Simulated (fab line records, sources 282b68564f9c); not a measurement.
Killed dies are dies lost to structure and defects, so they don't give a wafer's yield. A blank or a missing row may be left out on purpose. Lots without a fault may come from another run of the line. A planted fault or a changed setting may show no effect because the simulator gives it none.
Which tool did it? | flow rit_cmos | 6 lots, 18 wafers sampled, at 3 steps of a route of 202

WHAT THE GAUGES READ, wafer by wafer
RIT_GATE_THK_MEAS_09.
lot  | measured    | on            | GATE_POLY_THK (nm)
L748 | day 2 18:04 | film_metro-03 | 249.5 250.4 248.2
L750 | day 3 04:27 | film_metro-04 | 245.2 247.2 246.4
L752 | day 3 13:33 | film_metro-04 | 251.1 251.9 251.1
L755 | day 4 04:48 | film_metro-03 | 252.8 252.0 253.6
L758 | day 4 18:23 | film_metro-01 | 272.5 272.8 273.0
L765 | day 6 04:48 | film_metro-01 | 250.2 249.2 251.1

WHICH TOOL RAN EACH LOT (tool, then ch and the chambers of the sampled wafers, then the start)
lot  | RIT_ACTIVE_ETCH_13                | RIT_GATE_CVD_08
L748 | rie_diel-03 ch 0,1,3, day 1 21:04 | lpcvd-02 ch 1, day 2 16:26
L750 | rie_diel-03 ch 0,1,2, day 2 05:50 | lpcvd-01 ch 1, day 3 02:49
L752 | rie_diel-03 ch 0,2,3, day 2 17:17 | lpcvd-01 ch 0, day 3 11:54
L755 | rie_diel-03 ch 0,1,2, day 3 07:09 | lpcvd-02 ch 1, day 4 03:11
L758 | rie_diel-03 ch 0,1, day 3 21:43   | lpcvd-02 ch 0, day 4 16:46
L765 | rie_diel-03 ch 2,3, day 5 08:52   | lpcvd-01 ch 0, day 6 03:11
- RIT_ACTIVE_ETCH_13: etches Si3N4 in SF6, stops on SiO2, time 210 s, target depth 210 nm.
- RIT_GATE_CVD_08: deposits poly-Si from SiH4, target thk 250 nm, time 2220 s.

THE ANSWER, worked out from the rows above alone
Rule: what is usual is taken from the lots themselves. Put in order of their means at a reading, lots are off if they are a third of the lots or fewer, leave a main group of 4 or more, and stand apart from it by a gap of 3 or more times the standard deviation of the main group's means; of several such gaps the widest counts. A main group whose means are all the same, to the digits that the tables above print for the reading, isn't used. A lot without any number at a reading at which 4 lots or more have one is off too. The other lots that the step has rows for count as sound.
Off: L758, at RIT_GATE_THK_MEAS_09 (GATE_POLY_THK). The main group: mean 250.0 nm, standard deviation 2.2.
A tool fits if, at a process step before that reading, it ran every lot that is off, and no sound lot after the first of them. The gauges at RIT_GATE_THK_MEAS_09 are tried like those tools. One fits: lpcvd-02 at RIT_GATE_CVD_08. Its last sound lot is L755 (day 4 03:11), its first lot that is off L758 (day 4 16:46): a fault that began between those two fits.

WHAT THE SIMULATOR HAD PUT IN
Process parameter drift: lpcvd-02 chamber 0, from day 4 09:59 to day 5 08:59, at RIT_GATE_CVD_08. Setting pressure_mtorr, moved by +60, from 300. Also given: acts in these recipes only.
Lots struck among those shown: L758. The rule above found the same.
